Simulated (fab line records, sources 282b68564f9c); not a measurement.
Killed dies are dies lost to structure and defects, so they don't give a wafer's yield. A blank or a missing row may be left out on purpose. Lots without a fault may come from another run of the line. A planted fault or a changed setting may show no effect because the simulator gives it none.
Chamber matching | flow rit_cmos | RIT_GATE_ETCH_19 on rie_si-01: 3 sister chambers
The step etches poly-Si in SF6/CHF3/O2, stops on SiO2, time 165 s, target depth 312.5 nm. 3 wafers are shown with their chamber, then 6 later ones without.

WAFERS WITH THEIR CHAMBER
wafer  | chamber | drypump_motor_current_A (A)
L567.2 | 2       | 5.2
L567.4 | 0       | 5.4
L574.1 | 1       | 5.5

WAFERS WITHOUT THEIR CHAMBER
wafer  | drypump_motor_current_A (A)
L574.2 | 5.4
L576.2 | 5.2
L576.4 | 5.4
L580.1 | 5.4
L580.2 | 5.5
L580.3 | 5.1

WHICH CHAMBER EACH WENT THROUGH
wafer  | from the rows above | in truth
L574.2 | 0                   | 0
L576.2 | 2                   | 2
L576.4 | 0                   | 0
L580.1 | 0                   | 0
L580.2 | 1                   | 1
L580.3 | 2                   | 2
Placed correctly: 6 of 6. Can't be placed from these rows: 0. Placed wrongly: 0.
How it was worked out, from the rows above alone: a wafer's distance from a chamber is the root of the sum, over the readings, of the square of ((its reading less the chamber's mean) divided by the reading's scatter). The wafer belongs to the nearest chamber; if the next one is less than 2 further off, it can't be placed. A chamber's mean is the mean of its shown wafers. The scatter: with one shown wafer a chamber, the root of the mean of the squares of how far each hidden wafer lies from its nearest shown one.
